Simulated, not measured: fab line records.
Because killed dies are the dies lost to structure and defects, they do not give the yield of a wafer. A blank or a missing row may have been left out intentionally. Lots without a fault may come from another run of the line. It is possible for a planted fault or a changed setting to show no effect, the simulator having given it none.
fab line records + flow rit_cmos
record
- lots=14
- wafers=42
- last_day=7
route steps=202 shown GATE@84 NSD@140 CONTACT@180 M1@186
lots with no fault: from the same line, run without faults
start_h: hours from the record's first day to the start of the lot's first wafer shown + wait_h: hours elapsed since this lot's preceding step + " as in the row above + L1.1+2: a single row standing in for several wafers + - value missing, or start not given + * or withheld: withheld + < > ~ a bound
route shown NAME@n: NAME is a module with steps in the file, n the number in the route of the first one + usual: the fault-free wafers' mean and standard deviation + same: alike in all rows + chamber/n: place in a boat + sites: per-site readings + _std_site: how widely they spread, as a standard deviation + _edge_site: outer sites' mean less inner sites' + radius_mm: how far each site lies from the wafer's centre + mask NAME#n: copy n + behind: tool/chamber where the wafer was last shaped + hold: what put the lot on hold/how long, in hours/how the hold closed + device: the transistor (n, p or np) that didn't switch + end of line: tests of these same wafers at the route's end + where a step has no rows: the recipe by itself + killed: dies lost to structure and defects at the first sort, not the wafer's yield + map: a wafer's dies, marking killed ones x, the rest . and places with no die _
set.NAME: setting as actually run; set.NAME@STEP: the setting as run at that earlier step + model.NAME: the simulator's own value behind a step, which no gauge read
the route's steps for a sample of lots (tables are steps, rows are wafers)
services: the hour from which a tool's chamber was out of use, counted from the record's first day as start_h (under 0 if before that day), plus the number of hours and why
## steps
# step RIT_GATE_CVD_08
# recipe
- material=poly-Si
- target_thk_nm=250
- temp_c=610
- precursor=SiH4
- time_s=2220
- pressure_mtorr=300
- sih4_flow_sccm=100
# usual
- pressure_mtorr=299.9/0.61
- spike_tc_source_C=629.1/1.9
| lot.wafer | tool     | chamber | start_h | wait_h | pressure_mtorr | spike_tc_source_C |
|-----------|----------|---------|---------|--------|----------------|-------------------|
| L260.1    | lpcvd-01 | 1       | 35.62   | 0.1    | 299.7          | 629.8             |
| L260.3    | "        | 1       | "       | "      | 300.2          | 631.2             |
| L260.5    | "        | 1       | "       | "      | 299.8          | 629.9             |
| L261.1    | lpcvd-01 | 1       | 40.10   | 0.1    | 299.8          | 631.1             |
| L261.2    | "        | 1       | "       | "      | 300.3          | 631.8             |
| L261.4    | "        | 1       | "       | "      | 300.3          | 631.6             |
| L262.2    | lpcvd-01 | 1       | 44.89   | 0.0    | 300.9          | 629.7             |
| L262.3    | "        | 1       | "       | "      | 300.0          | 631.8             |
| L262.4    | "        | 1       | "       | "      | 300.6          | 632.0             |
| L264.1    | lpcvd-01 | 0       | 53.69   | 0.1    | 300.0          | 628.4             |
| L264.3    | "        | 0       | "       | "      | 300.1          | 628.5             |
| L264.4    | "        | 0       | "       | "      | 299.6          | 628.8             |
| L265.2    | lpcvd-02 | 0       | 59.75   | 0.0    | 299.6          | 627.2             |
| L265.3    | "        | 0       | "       | "      | 299.4          | 629.2             |
| L265.5    | "        | 0       | "       | "      | 299.1          | 631.3             |
| L266.2    | lpcvd-01 | 1       | 64.84   | 0.0    | 299.9          | 631.1             |
| L266.3    | "        | 1       | "       | "      | 298.8          | 629.4             |
| L266.4    | "        | 1       | "       | "      | 300.1          | 631.4             |
| L275.1    | lpcvd-02 | 0       | 108.38  | 0.1    | 299.6          | 629.7             |
| L275.2    | "        | 0       | "       | "      | 300.2          | 627.2             |
| L275.4    | "        | 0       | "       | "      | 299.5          | 627.9             |
| L277.1    | lpcvd-02 | 0       | 118.16  | 0.1    | 300.7          | 627.0             |
| L277.3    | "        | 0       | "       | "      | 299.6          | 626.2             |
| L277.5    | "        | 0       | "       | "      | 300.8          | 627.6             |
| L278.1    | lpcvd-02 | 1       | 123.96  | 0.1    | 300.3          | 626.9             |
| L278.4    | "        | 1       | "       | "      | 299.0          | 625.4             |
| L278.5    | "        | 1       | "       | "      | 300.0          | 626.9             |
| L279.1    | lpcvd-01 | 1       | 129.12  | 0.1    | 299.9          | 630.0             |
| L279.5    | "        | 1       | "       | "      | 299.5          | 632.3             |
| L279.6    | "        | 1       | "       | "      | 300.0          | 630.9             |
| L280.2    | lpcvd-02 | 0       | 134.07  | 0.0    | 300.2          | 626.8             |
| L280.3    | "        | 0       | "       | "      | 298.9          | 627.1             |
| L280.6    | "        | 0       | "       | "      | 300.3          | 627.6             |
| L281.1    | lpcvd-01 | 0       | 138.65  | 0.1    | 300.2          | 629.6             |
| L281.2    | "        | 0       | "       | "      | 300.0          | 628.2             |
| L281.5    | "        | 0       | "       | "      | 301.0          | 628.5             |
| L282.1    | lpcvd-02 | 1       | 143.34  | 0.1    | 299.7          | 627.7             |
| L282.2    | "        | 1       | "       | "      | 299.5          | 626.6             |
| L282.6    | "        | 1       | "       | "      | 299.1          | 627.1             |
| L283.2    | lpcvd-02 | 0       | 150.65  | 0.0    | 300.0          | 628.3             |
| L283.4    | "        | 0       | "       | "      | 300.0          | 625.9             |
| L283.5    | "        | 0       | "       | "      | 299.9          | 629.4             |
# step RIT_GATE_THK_MEAS_09
# recipe
- reads=poly-Si_of_GATE_CVD_08
# usual
- GATE_POLY_THK=249.5/2.3
| lot.wafer | tool          | chamber | start_h | wait_h | GATE_POLY_THK[nm] |
|-----------|---------------|---------|---------|--------|-------------------|
| L260.1    | film_metro-04 | -       | 37.24   | 0.0    | 246.1             |
| L260.3    | "             | -       | "       | "      | 246.1             |
| L260.5    | "             | -       | "       | "      | 244.5             |
| L261.1    | film_metro-03 | -       | 41.72   | 0.0    | 247.1             |
| L261.2    | "             | -       | "       | "      | 249.4             |
| L261.4    | "             | -       | "       | "      | 250.7             |
| L262.2    | film_metro-01 | -       | 46.52   | 0.0    | 437.8             |
| L262.3    | "             | -       | "       | "      | 436.3             |
| L262.4    | "             | -       | "       | "      | 436.4             |
| L264.1    | film_metro-03 | -       | 55.30   | 0.0    | 433.1             |
| L264.3    | "             | -       | "       | "      | 432.4             |
| L264.4    | "             | -       | "       | "      | 432.4             |
| L265.2    | film_metro-03 | -       | 61.38   | 0.0    | 248.4             |
| L265.3    | "             | -       | "       | "      | 250.1             |
| L265.5    | "             | -       | "       | "      | 247.2             |
| L266.2    | film_metro-04 | -       | 66.46   | 0.0    | 433.6             |
| L266.3    | "             | -       | "       | "      | 434.3             |
| L266.4    | "             | -       | "       | "      | 435.2             |
| L275.1    | film_metro-04 | -       | 110.00  | 0.0    | 251.2             |
| L275.2    | "             | -       | "       | "      | 251.7             |
| L275.4    | "             | -       | "       | "      | 249.1             |
| L277.1    | film_metro-03 | -       | 119.77  | 0.0    | 248.8             |
| L277.3    | "             | -       | "       | "      | 248.3             |
| L277.5    | "             | -       | "       | "      | 247.2             |
| L278.1    | film_metro-03 | -       | 125.58  | 0.0    | 251.8             |
| L278.4    | "             | -       | "       | "      | 250.1             |
| L278.5    | "             | -       | "       | "      | 250.0             |
| L279.1    | film_metro-03 | -       | 130.73  | 0.0    | 251.5             |
| L279.5    | "             | -       | "       | "      | 248.8             |
| L279.6    | "             | -       | "       | "      | 250.7             |
| L280.2    | film_metro-04 | -       | 135.70  | 0.0    | 251.3             |
| L280.3    | "             | -       | "       | "      | 250.6             |
| L280.6    | "             | -       | "       | "      | 252.0             |
| L281.1    | film_metro-01 | -       | 141.08  | 0.0    | 254.3             |
| L281.2    | "             | -       | "       | "      | 252.6             |
| L281.5    | "             | -       | "       | "      | 252.9             |
| L282.1    | film_metro-03 | -       | 144.96  | 0.0    | 245.6             |
| L282.2    | "             | -       | "       | "      | 245.6             |
| L282.6    | "             | -       | "       | "      | 245.3             |
| L283.2    | film_metro-03 | -       | 152.28  | 0.0    | 251.1             |
| L283.4    | "             | -       | "       | "      | 250.7             |
| L283.5    | "             | -       | "       | "      | 252.3             |
# step RIT_GATE_ETCH_19
# recipe
- chemistry=SF6/CHF3/O2
- time_s=165
- SF6_flow_sccm=30
- CHF3_flow_sccm=30
- O2_flow_sccm=5
- target=poly-Si
- pressure_mtorr=40
- rf_w=160
- target_depth_a=3125
- over_etch_frac=0.25
- stop_on=SiO2
# usual
- drypump_motor_current_A=5.8/0.53
- oes_product_au=0.850/0.015
- throttle_valve_pct=10.19/0.16
| lot.wafer | tool      | chamber | start_h | wait_h | drypump_motor_current_A | oes_product_au | rf_hours_counter_h | throttle_valve_pct |
|-----------|-----------|---------|---------|--------|-------------------------|----------------|--------------------|--------------------|
| L260.1    | rie_si-01 | 2       | 38.45   | 0.1    | 5.3                     | 0.844          | 44                 | 10.26              |
| L260.3    | "         | 1       | "       | "      | 6.1                     | 0.856          | 1                  | 10.45              |
| L260.5    | "         | 3       | "       | "      | 5.0                     | 0.829          | -                  | 10.10              |
| L261.1    | rie_si-02 | 1       | 43.05   | 0.1    | 6.0                     | 0.870          | 1                  | 9.91               |
| L261.2    | "         | 2       | "       | "      | 6.3                     | 0.868          | 34                 | 10.02              |
| L261.4    | "         | 0       | "       | "      | 5.1                     | 0.850          | 2                  | 10.22              |
| L262.2    | rie_si-01 | 0       | 48.01   | 0.1    | 6.4                     | 1.001          | 42                 | 10.26              |
| L262.3    | "         | 2       | "       | "      | 5.3                     | 1.009          | 44                 | 10.28              |
| L262.4    | "         | 1       | "       | "      | 6.1                     | 1.026          | 2                  | 10.43              |
| L264.1    | rie_si-01 | 3       | 56.68   | 0.1    | 5.0                     | 1.006          | 120                | 10.08              |
| L264.3    | "         | 2       | "       | "      | 5.3                     | 1.013          | 44                 | 10.27              |
| L264.4    | "         | 1       | "       | "      | 6.1                     | 1.033          | 2                  | 10.43              |
| L265.2    | rie_si-02 | 3       | 62.58   | 0.1    | 6.1                     | 0.818          | 94                 | 10.34              |
| L265.3    | "         | 1       | "       | "      | 6.0                     | 0.873          | 1                  | 9.92               |
| L265.5    | "         | 0       | "       | "      | 5.1                     | 0.848          | -                  | 10.22              |
| L266.2    | rie_si-01 | 0       | 67.80   | 0.1    | 6.5                     | 1.000          | 42                 | 10.27              |
| L266.3    | "         | 1       | "       | "      | 6.1                     | 1.032          | 2                  | 10.42              |
| L266.4    | "         | 2       | "       | "      | 5.3                     | 1.016          | 44                 | 10.26              |
| L275.1    | rie_si-02 | 2       | 111.46  | 0.1    | 6.3                     | 0.868          | 35                 | 10.00              |
| L275.2    | "         | 0       | "       | "      | 5.1                     | 0.851          | 2                  | 10.21              |
| L275.4    | "         | 3       | "       | "      | 6.1                     | 0.814          | 94                 | 10.34              |
| L277.1    | rie_si-02 | 2       | 121.31  | 0.1    | 6.3                     | 0.856          | 35                 | 10.00              |
| L277.3    | "         | 1       | "       | "      | 6.0                     | 0.862          | 2                  | 9.91               |
| L277.5    | "         | 0       | "       | "      | 5.1                     | 0.839          | -                  | 10.22              |
| L278.1    | rie_si-01 | 0       | 127.07  | 0.1    | 6.4                     | 0.850          | 42                 | 10.26              |
| L278.4    | "         | 2       | "       | "      | 5.3                     | 0.851          | 45                 | 10.27              |
| L278.5    | "         | 3       | "       | "      | 5.0                     | 0.844          | -                  | 10.07              |
| L279.1    | rie_si-02 | 2       | 132.08  | 0.1    | 6.3                     | 0.858          | 35                 | 10.01              |
| L279.5    | "         | 0       | "       | "      | 5.1                     | 0.844          | -                  | 10.20              |
| L279.6    | "         | 3       | "       | "      | 6.0                     | 0.816          | -                  | 10.32              |
| L280.2    | rie_si-01 | 3       | 137.34  | 0.1    | 5.1                     | 0.844          | 121                | 10.07              |
| L280.3    | "         | 2       | "       | "      | 5.3                     | 0.848          | 45                 | 10.28              |
| L280.6    | "         | 2       | "       | "      | 5.3                     | 0.867          | -                  | 10.28              |
| L281.1    | rie_si-02 | 3       | 142.30  | 0.1    | 6.1                     | 0.822          | 95                 | 10.33              |
| L281.2    | "         | 1       | "       | "      | 6.0                     | 0.875          | 2                  | 9.92               |
| L281.5    | "         | 2       | "       | "      | 6.3                     | 0.861          | -                  | 10.00              |
| L282.1    | rie_si-01 | 1       | 146.17  | 0.1    | 6.1                     | 0.855          | 2                  | 10.44              |
| L282.2    | "         | 0       | "       | "      | 6.4                     | 0.840          | 43                 | 10.25              |
| L282.6    | "         | 0       | "       | "      | 6.4                     | 0.852          | -                  | 10.26              |
| L283.2    | rie_si-02 | 3       | 153.65  | 0.1    | 6.1                     | 0.827          | 95                 | 10.32              |
| L283.4    | "         | 0       | "       | "      | 5.1                     | 0.856          | 3                  | 10.20              |
| L283.5    | "         | 3       | "       | "      | 6.1                     | 0.825          | -                  | 10.33              |
# step RIT_NSD_STRIP_09
# recipe
- chemistry=O2
- time_s=180
- resist=NOVOLAK
- platen_temp_c=withheld
- power_w=500
- pressure_mtorr=4000
- o2_flow_sccm=4000
# usual
- drypump_motor_current_A=5.5/0.45
| lot.wafer | tool            | chamber | start_h | wait_h | drypump_motor_current_A | rf_hours_counter_h |
|-----------|-----------------|---------|---------|--------|-------------------------|--------------------|
| L260.1    | plasma_asher-03 | 0       | 48.61   | 0.1    | 5.8                     | 42                 |
| L260.3    | "               | 0       | "       | "      | 5.8                     | -                  |
| L260.5    | "               | 1       | "       | "      | 4.8                     | -                  |
| L261.1    | plasma_asher-04 | 0       | 53.70   | 0.1    | 5.9                     | 39                 |
| L261.2    | "               | 1       | "       | "      | 5.7                     | 39                 |
| L261.4    | "               | 0       | "       | "      | 6.0                     | -                  |
| L265.2    | plasma_asher-04 | 1       | 73.47   | 0.1    | 5.7                     | 41                 |
| L265.3    | "               | 1       | "       | "      | 5.7                     | -                  |
| L265.5    | "               | 1       | "       | "      | 5.7                     | -                  |
| L275.1    | plasma_asher-01 | 0       | 121.91  | 0.1    | 5.4                     | 50                 |
| L275.2    | "               | 1       | "       | "      | 6.1                     | 50                 |
| L275.4    | "               | 0       | "       | "      | 5.4                     | -                  |
| L277.1    | plasma_asher-03 | 0       | 132.44  | 0.1    | 5.8                     | 52                 |
| L277.3    | "               | 1       | "       | "      | 4.8                     | -                  |
| L277.5    | "               | 1       | "       | "      | 4.8                     | -                  |
| L278.1    | plasma_asher-03 | 0       | 139.88  | 0.1    | 5.8                     | 52                 |
| L278.4    | "               | 1       | "       | "      | 4.8                     | -                  |
| L278.5    | "               | 1       | "       | "      | 4.8                     | -                  |
| L279.1    | plasma_asher-04 | 1       | 142.89  | 0.1    | 5.7                     | 3                  |
| L279.5    | "               | 1       | "       | "      | 5.7                     | -                  |
| L279.6    | "               | 0       | "       | "      | 5.9                     | -                  |
| L280.2    | plasma_asher-04 | 0       | 147.92  | 0.2    | 5.9                     | 4                  |
| L280.3    | "               | 1       | "       | "      | 5.7                     | -                  |
| L280.6    | "               | 0       | "       | "      | 6.0                     | -                  |
| L281.1    | plasma_asher-01 | 1       | 152.81  | 0.1    | 6.1                     | 52                 |
| L281.2    | "               | 0       | "       | "      | 5.4                     | 52                 |
| L281.5    | "               | 0       | "       | "      | 5.4                     | -                  |
| L282.1    | plasma_asher-03 | 0       | 156.45  | 0.1    | 5.8                     | 54                 |
| L282.2    | "               | 1       | "       | "      | 4.8                     | 54                 |
| L282.6    | "               | 0       | "       | "      | 5.8                     | -                  |
| L283.2    | plasma_asher-04 | 1       | 164.06  | 0.1    | 5.7                     | 5                  |
| L283.4    | "               | 0       | "       | "      | 5.9                     | -                  |
| L283.5    | "               | 1       | "       | "      | 5.7                     | -                  |
# step RIT_CONTACT_STRIP_12
# recipe
- chemistry=O2
- time_s=180
- resist=NOVOLAK
- platen_temp_c=withheld
- power_w=500
- pressure_mtorr=4000
- o2_flow_sccm=4000
# usual
- drypump_motor_current_A=5.4/0.53
| lot.wafer | tool            | chamber | start_h | wait_h | drypump_motor_current_A | rf_hours_counter_h |
|-----------|-----------------|---------|---------|--------|-------------------------|--------------------|
| L260.1    | plasma_asher-03 | 0       | 53.83   | 0.1    | 5.8                     | 43                 |
| L260.3    | "               | 1       | "       | "      | 4.8                     | -                  |
| L260.5    | "               | 1       | "       | "      | 4.8                     | -                  |
| L261.1    | plasma_asher-02 | 1       | 58.40   | 0.1    | 4.9                     | 25                 |
| L261.2    | "               | 0       | "       | "      | 6.1                     | 25                 |
| L261.4    | "               | 0       | "       | "      | 6.1                     | -                  |
| L265.2    | plasma_asher-01 | 0       | 78.26   | 0.1    | 5.4                     | 45                 |
| L265.3    | "               | 0       | "       | "      | 5.4                     | -                  |
| L265.5    | "               | 0       | "       | "      | 5.4                     | -                  |
| L275.1    | plasma_asher-02 | 0       | 126.72  | 0.1    | 6.1                     | 32                 |
| L275.2    | "               | 1       | "       | "      | 4.9                     | 32                 |
| L275.4    | "               | 0       | "       | "      | 6.1                     | -                  |
| L277.1    | plasma_asher-03 | 1       | 137.31  | 0.1    | 4.8                     | 52                 |
| L277.3    | "               | 1       | "       | "      | 4.8                     | -                  |
| L277.5    | "               | 1       | "       | "      | 4.8                     | -                  |
| L278.1    | plasma_asher-02 | 0       | 144.70  | 0.1    | 6.1                     | 34                 |
| L278.4    | "               | 1       | "       | "      | 4.9                     | -                  |
| L278.5    | "               | 0       | "       | "      | 6.1                     | -                  |
| L279.1    | plasma_asher-02 | 0       | 147.94  | 0.1    | 6.1                     | 35                 |
| L279.5    | "               | 0       | "       | "      | 6.1                     | -                  |
| L279.6    | "               | 1       | "       | "      | 4.9                     | -                  |
| L280.2    | plasma_asher-03 | 0       | 152.82  | 0.1    | 5.8                     | 53                 |
| L280.3    | "               | 0       | "       | "      | 5.8                     | -                  |
| L280.6    | "               | 0       | "       | "      | 5.8                     | -                  |
| L281.1    | plasma_asher-03 | 0       | 157.49  | 0.1    | 5.8                     | 54                 |
| L281.2    | "               | 1       | "       | "      | 4.8                     | 54                 |
| L281.5    | "               | 1       | "       | "      | 4.8                     | -                  |
| L282.1    | plasma_asher-03 | 1       | 161.11  | 0.1    | 4.8                     | 54                 |
| L282.2    | "               | 0       | "       | "      | 5.8                     | 54                 |
| L282.6    | "               | 1       | "       | "      | 4.8                     | -                  |
| L283.2    | plasma_asher-03 | 1       | 168.84  | 0.1    | 4.8                     | 55                 |
| L283.4    | "               | 1       | "       | "      | 4.8                     | -                  |
| L283.5    | "               | 1       | "       | "      | 4.8                     | -                  |
# step RIT_M1_THK_MEAS_02
# recipe
- thk_meas_gauge=xrf
- reads=Al_of_M1_SPUTTER_00
# usual
- M1_AL_THK=401/4.7
| lot.wafer | tool          | chamber | start_h | wait_h | M1_AL_THK[nm] |
|-----------|---------------|---------|---------|--------|---------------|
| L260.1    | film_metro-01 | -       | 54.89   | 0.1    | 405           |
| L260.3    | "             | -       | "       | "      | 406           |
| L260.5    | "             | -       | "       | "      | 404           |
| L261.1    | film_metro-02 | -       | 59.45   | 0.1    | 401           |
| L261.2    | "             | -       | "       | "      | 400           |
| L261.4    | "             | -       | "       | "      | 399           |
| L265.2    | film_metro-02 | -       | 79.34   | 0.1    | 395           |
| L265.3    | "             | -       | "       | "      | 396           |
| L265.5    | "             | -       | "       | "      | 400           |
| L275.1    | film_metro-02 | -       | 127.95  | 0.1    | 399           |
| L275.2    | "             | -       | "       | "      | 399           |
| L275.4    | "             | -       | "       | "      | 399           |
| L277.1    | film_metro-01 | -       | 138.37  | 0.1    | 401           |
| L277.3    | "             | -       | "       | "      | 402           |
| L277.5    | "             | -       | "       | "      | 403           |
| L278.1    | film_metro-01 | -       | 145.77  | 0.1    | 403           |
| L278.4    | "             | -       | "       | "      | 398           |
| L278.5    | "             | -       | "       | "      | 403           |
| L279.1    | film_metro-02 | -       | 149.02  | 0.1    | 401           |
| L279.5    | "             | -       | "       | "      | 398           |
| L279.6    | "             | -       | "       | "      | 400           |
| L280.2    | film_metro-04 | -       | 153.89  | 0.1    | 400           |
| L280.3    | "             | -       | "       | "      | 403           |
| L280.6    | "             | -       | "       | "      | 402           |
| L281.1    | film_metro-01 | -       | 158.55  | 0.1    | 399           |
| L281.2    | "             | -       | "       | "      | 393           |
| L281.5    | "             | -       | "       | "      | 397           |
| L282.1    | film_metro-04 | -       | 162.16  | 0.1    | 394           |
| L282.2    | "             | -       | "       | "      | 395           |
| L282.6    | "             | -       | "       | "      | 395           |
| L283.2    | film_metro-04 | -       | 169.91  | 0.1    | 408           |
| L283.4    | "             | -       | "       | "      | 410           |
| L283.5    | "             | -       | "       | "      | 409           |
## services
| tool            | chamber | start_h | hours | kind       |
|-----------------|---------|---------|-------|------------|
| plasma_asher-02 | -       | 24.19   | 15.5  | repair     |
| rie_si-01       | -       | 83.80   | 2.8   | pm         |
| rie_si-01       | -       | 100.07  | 0.5   | repair     |
| rie_si-01       | -       | 105.78  | 0.1   | repair     |
| plasma_asher-04 | -       | 108.75  | 9.0   | pm         |
| plasma_asher-04 | 0       | 108.75  | 9.0   | vent_cycle |
| plasma_asher-04 | 1       | 108.75  | 9.0   | vent_cycle |
| plasma_asher-04 | 0       | 117.75  | -     | clean      |
| plasma_asher-04 | 1       | 117.75  | -     | clean      |
| plasma_asher-01 | -       | 141.83  | 6.1   | repair     |
| plasma_asher-01 | -       | 142.26  | 2.1   | repair     |
| plasma_asher-03 | -       | 145.22  | 4.3   | pm         |
## key
first_sign
- step=RIT_GATE_THK_MEAS_09
- reading=GATE_POLY_THK
- direction=up
- sigmas=79
- usual=249.5
- struck=434.6
effect
- step=RIT_GATE_ETCH_19
- reading=oes_product_au
- direction=up
- sigmas=11
- usual=0.850
- struck=1.015
- through=control_loop
met_at RIT_GATE_CVD_08
struck_lots L262,L264,L266
later_rows_left_out L262.2,L262.3,L262.4,L264.1,L264.3,L264.4,L266.2,L266.3,L266.4
sort_left_out L262.2,L262.3,L262.4,L264.1,L264.3,L264.4,L266.2,L266.3,L266.4
tester_left_out L262,L264,L266
loop_trim
- step=RIT_GATE_EXPOSE_13
- setting=dose
- lots=L266
not_acting_at RIT_NSD_STRIP_09,RIT_CONTACT_STRIP_12,RIT_M1_THK_MEAS_02
onset_between 40.10 44.89
fault
- kind=process_parameter_drift
- tool=lpcvd-01
- chamber=-
- onset_h=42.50
- steps=RIT_GATE_CVD_08
- channel=target_thk_nm
- offset=185.25
- shape=step
- end_h=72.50
- acts_in=these_recipes_only
- stated=250
# tester_left_out: of these lots the tester's yield and bins aren't shown, on N5 and GAA mostly nor the transistor test; their killed dies are dies lost to structure and defects alone, not to doping, threshold or leakage, so they don't give the yield
# sort_left_out: the simulated sort isn't trusted on such a fault, so these wafers' sort isn't shown, and their yield isn't known
# later_rows_left_out: the simulator's readings of these wafers behind a module that went badly wrong aren't trusted and aren't shown, but for the sort
# loop_trim: a control loop set the setting to another value than it would have without faults
